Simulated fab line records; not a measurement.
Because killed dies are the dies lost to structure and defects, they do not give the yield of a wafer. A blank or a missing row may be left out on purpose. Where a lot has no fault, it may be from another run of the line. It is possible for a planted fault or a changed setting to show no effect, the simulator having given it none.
fab line records | flow ritCmos | part 2 of 2: steps 29 to 41 of 41
record: lots: 5 wafers: 15 lastDay: 6
route steps=202 shown PSD@152 SDANNEAL@153 NSD@158 PLDD@159 NLDD@160 SILICIDE@161 CONTACT@168 M1@184
lots untouched by any fault: they come from a run of this same line in which no faults occurred
startH: start of the lot's first displayed wafer, in hours after the record's first day | waitH: time in hours since the lot's previous step | " as in the row above | L1.1+2: several wafers, shown together as one row | - either no value or no given start | * or withheld: withheld | < > ~ a bound
route shown NAME@n: a module of which the file shows steps, and the number in the route of the first | usual: mean/standard deviation of fault-free wafers | same: alike in all rows | chamber/n: place in a boat | sites: per-site readings | _std_site: their standard deviation | _edge_site: inner sites' mean taken away from outer sites' mean | radiusMm: for every site, how far away it sits from the centre of the wafer | mask NAME#n: copy n | behind: the tool/chamber that last shaped the wafer | hold: why the lot went on hold/how many hours it stayed there/how the hold came to an end | device: names the non-switching transistor (n, p or np) | end of line: at the end of the route, the tests of the same wafers | a step with no rows: only its recipe | killed: the dies lost at the first sort to structure and to defects; this is not the yield of the wafer | map: the dies of a wafer, with x for killed, . for not killed, _ for no die there
set.NAME: the run value of the setting; set.NAME@STEP: its run value at that earlier step | model.NAME: the simulator's own value behind a step, which no gauge read
lots at selected steps of the route; one table per step, one row per wafer
services: the hour from which a tool's chamber was out of use, counted from the record's first day as startH (under 0 if before that day), plus the number of hours and why
== steps ==
step: RIT_CONTACT_STRIP_12
recipe: chemistry: O2 timeS: 180 resist: NOVOLAK platenTempC: withheld powerW: 500 pressureMtorr: 4000 o2FlowSccm: 4000
usual: drypumpMotorCurrentA: 5.5/0.58 o2FlowSccm: 4000/12
columns lot.wafer tool chamber startH waitH drypumpMotorCurrentA o2FlowSccm rfHoursCounterH
L078.2 plasmaAsher-04 1 72.50 0.1 4.7 4005 30
L078.3 " 0 " " 5.7 3995 -
L078.5 " 1 " " 4.7 4014 -
L081.1 plasmaAsher-04 1 87.39 0.1 4.7 3986 31
L081.3 " 1 " " 4.7 4019 -
L081.6 " 0 " " 5.7 3992 -
L082.1 plasmaAsher-02 1 93.13 0.1 6.6 3987 45
L082.2 " 0 " " 5.3 3992 45
L082.4 " 0 " " 5.2 3996 -
L085.1 plasmaAsher-01 1 106.11 0.1 5.3 3999 45
L085.3 " 0 " " 5.3 3993 -
L085.4 " 1 " " 5.3 4013 -
L090.1 plasmaAsher-02 0 132.34 0.1 5.3 3996 50
L090.2 " 1 " " 6.6 3999 50
L090.5 " 0 " " 5.3 3984 -
step: RIT_CONTACT_CD_MEAS_90
recipe: targetCdNm: 1000
usual: cdNm: 1000.0/2.1
columns lot.wafer tool chamber startH waitH cdNm
L078.2 cdSem-02 - 72.70 0.1 1001.5
L078.3 " - " " 1001.6
L078.5 " - " " 1001.2
L081.1 cdSem-02 - 87.56 0.1 996.3
L081.3 " - " " 997.6
L081.6 " - " " 996.4
L082.1 cdSem-02 - 93.30 0.1 998.9
L082.2 " - " " 999.0
L082.4 " - " " 1001.8
L085.1 cdSem-01 - 106.29 0.1 997.3
L085.3 " - " " 997.4
L085.4 " - " " 997.1
L090.1 cdSem-01 - 132.52 0.1 997.3
L090.2 " - " " 995.4
L090.5 " - " " 996.2
step: RIT_CONTACT_CLEAN_13
recipe: chemistry: SC1 mix: 3:3:50 timeS: 600 tempC: 75
usual: bathHeatDutyPct: 15.8/1.7
columns lot.wafer tool chamber startH waitH bathHeatDutyPct
L078.2 wetBench-04 1 72.80 0.1 11.3
L078.3 " 1 " " 13.4
L078.5 " 1 " " 13.9
L081.1 wetBench-01 1 87.68 0.1 16.3
L081.3 " 1 " " 16.7
L081.6 " 1 " " 14.4
L082.1 wetBench-04 2 93.42 0.1 16.5
L082.2 " 2 " " 17.0
L082.4 " 2 " " 17.0
L085.1 wetBench-03 3 106.41 0.1 16.4
L085.3 " 3 " " 16.3
L085.4 " 3 " " 16.5
L090.1 wetBench-04 1 132.64 0.1 12.8
L090.2 " 1 " " 13.3
L090.5 " 1 " " 13.0
step: RIT_CONTACT_CLEAN_14
recipe: chemistry: SC2 mix: 3:3:50 timeS: 600 tempC: 75 dry: n2Spin
usual: bathHeatDutyPct: 16.1/1.5
columns lot.wafer tool chamber startH waitH bathHeatDutyPct
L078.2 wetBench-01 2 72.97 0.0 15.9
L078.3 " 2 " " 15.7
L078.5 " 2 " " 14.7
L081.1 wetBench-03 0 87.86 0.0 18.1
L081.3 " 0 " " 18.4
L081.6 " 0 " " 19.2
L082.1 wetBench-03 3 93.60 0.0 16.0
L082.2 " 3 " " 15.8
L082.4 " 3 " " 17.5
L085.1 wetBench-01 3 106.58 0.0 16.6
L085.3 " 3 " " 16.0
L085.4 " 3 " " 16.5
L090.1 wetBench-03 2 132.83 0.0 16.7
L090.2 " 2 " " 16.4
L090.5 " 2 " " 18.0
step: RIT_M1_SPUTTER_00
recipe: material: Al targetThkNm: 400 powerW: 2000 chamberPressurePa: 0.4 gas: Ar timeS: 500 substrateTempC: 25
usual: substrateTempC: 24.99/0.11 throttleValvePct: 30.9/1.1
columns lot.wafer tool chamber startH waitH substrateTempC throttleValvePct
L078.2 pvdSputter-01 - 73.16 0.0 25.00 29.7
L078.3 " - " " 24.99 29.7
L078.5 " - " " 25.08 30.2
L081.1 pvdSputter-04 - 88.03 0.0 24.95 32.2
L081.3 " - " " 25.10 30.9
L081.6 " - " " 24.82 32.5
L082.1 pvdSputter-04 - 93.79 0.0 25.02 30.8
L082.2 " - " " 24.96 32.8
L082.4 " - " " 25.05 32.3
L085.1 pvdSputter-02 - 106.77 0.0 25.16 31.0
L085.3 " - " " 24.92 30.1
L085.4 " - " " 24.98 30.5
L090.1 pvdSputter-04 - 133.00 0.0 25.04 32.8
L090.2 " - " " 25.01 30.4
L090.5 " - " " 25.00 32.5
step: RIT_M1_RS_MEAS_01
recipe: thkMeasGauge: four-point-probe reads: Al_of_M1_SPUTTER_00
usual: M1_AL_RS: 0.0731/0.00071
columns lot.wafer tool chamber startH waitH M1_AL_RS[ohm/sq]
L078.2 filmMetro-01 - 73.52 0.2 0.0730
L078.3 " - " " 0.0742
L078.5 " - " " 0.0729
L081.1 filmMetro-04 - 88.33 0.1 0.0730
L081.3 " - " " 0.0733
L081.6 " - " " 0.0737
L082.1 filmMetro-02 - 94.08 0.1 0.0727
L082.2 " - " " 0.0726
L082.4 " - " " 0.0730
L085.1 filmMetro-02 - 107.07 0.1 0.0721
L085.3 " - " " 0.0722
L085.4 " - " " 0.0727
L090.1 filmMetro-04 - 133.30 0.1 0.0715
L090.2 " - " " 0.0723
L090.5 " - " " 0.0719
step: RIT_M1_THK_MEAS_02
recipe: thkMeasGauge: xrf reads: Al_of_M1_SPUTTER_00
usual: M1_AL_THK: 404/3.9
columns lot.wafer tool chamber startH waitH M1_AL_THK[nm]
L078.2 filmMetro-01 - 73.63 0.1 406
L078.3 " - " " 400
L078.5 " - " " 405
L081.1 filmMetro-04 - 88.45 0.1 406
L081.3 " - " " 407
L081.6 " - " " 403
L082.1 filmMetro-02 - 94.20 0.1 404
L082.2 " - " " 407
L082.4 " - " " 401
L085.1 filmMetro-02 - 107.19 0.1 407
L085.3 " - " " 407
L085.4 " - " " 403
L090.1 filmMetro-04 - 133.42 0.1 411
L090.2 " - " " 409
L090.5 " - " " 411
step: RIT_M1_HMDS_03
recipe: primeTimeS: 60 primeTempC: 140
columns lot.wafer tool chamber startH waitH
L078.2+3+5 lithoTrack-03 0 73.70 0.1
L081.1+3+6 lithoTrack-01 0 88.51 0.1
L082.1+2+4 lithoTrack-01 0 94.26 0.1
L085.1+3+4 lithoTrack-04 0 107.25 0.1
L090.1+2+5 lithoTrack-04 0 133.48 0.1
step: RIT_M1_COAT_04
recipe: resist: NOVOLAK spinRpm: 2000 resistThkNm: 1300
columns lot.wafer tool chamber startH waitH
L078.2+3+5 lithoTrack-03 0 73.85 0.1
L081.1+3+6 lithoTrack-01 0 88.66 0.1
L082.1+2+4 lithoTrack-01 0 94.41 0.1
L085.1+3+4 lithoTrack-04 0 107.40 0.1
L090.1+2+5 lithoTrack-04 0 133.63 0.1
step: RIT_M1_SOFTBAKE_05
recipe: resist: NOVOLAK tempC: 90 timeS: 60
columns lot.wafer tool chamber startH waitH
L078.2+3+5 lithoTrack-03 0 74.00 0.1
L081.1+3+6 lithoTrack-01 0 88.81 0.1
L082.1+2+4 lithoTrack-01 0 94.56 0.1
L085.1+3+4 lithoTrack-04 0 107.55 0.1
L090.1+2+5 lithoTrack-04 0 133.78 0.1
step: RIT_M1_EXPOSE_06
recipe: maskId: M12 na: 0.6 sourceShape: conventional sigmaOuter: 0.5 targetCdNm: 2600 doseMj: 250
columns lot.wafer tool chamber startH waitH mask
L078.2+3+5 ilineStepper-01 0 74.15 0.1 M12#0
L081.1+3+6 ilineStepper-02 0 89.30 0.5 M12#0
L082.1+2+4 ilineStepper-02 0 94.71 0.1 M12#0
L085.1+3+4 ilineStepper-02 0 107.78 0.2 M12#0
L090.1+2+5 ilineStepper-02 0 134.05 0.2 M12#0
step: RIT_M1_PEB_07
recipe: resist: NOVOLAK tempC: withheld timeS: withheld
columns lot.wafer tool chamber startH waitH
L078.2+3+5 lithoTrack-01 0 74.27 0.1
L081.1+3+6 lithoTrack-04 0 89.42 0.1
L082.1+2+4 lithoTrack-01 0 94.86 0.1
L085.1+3+4 lithoTrack-01 0 107.89 0.1
L090.1+2+5 lithoTrack-04 0 134.17 0.1
step: RIT_M1_DEVELOP_08
recipe: resist: NOVOLAK developTimeS: 68 devTempC: 23
columns lot.wafer tool chamber startH waitH
L078.2+3+5 lithoTrack-01 0 - -
L081.1+3+6 lithoTrack-04 0 - -
L082.1+2+4 lithoTrack-01 0 - -
L085.1+3+4 lithoTrack-01 0 - -
L090.1+2+5 lithoTrack-04 0 - -
== services ==
columns tool chamber startH hours kind
ilineStepper-01 0 47.28 - calibration
plasmaAsher-01 - 53.02 4.2 repair
pvdSputter-01 - 54.37 4.9 repair
pecvd-04 - 54.49 0.5 repair
rieDiel-03 3 55.28 1.9 repair
rieDiel-01 2 57.08 3.8 repair
ilineStepper-02 - 61.26 11.4 repair
rieDiel-03 2 70.65 23.3 repair
ilineStepper-01 - 85.50 21.6 repair
pvdSputter-02 - 87.69 9.4 repair
ilineStepper-01 - 107.06 8.9 pm
rieDiel-04 0 112.06 - clean
rieDiel-04 0 112.06 14.5 scheduledDown
rieDiel-04 0 112.06 14.5 ventCycle
pecvd-04 0 120.28 13.7 repair
lithoTrack-04 - 121.97 - consumableReplace:filter
ilineStepper-02 0 124.75 - calibration
pvdSputter-03 - 130.60 0.7 repair
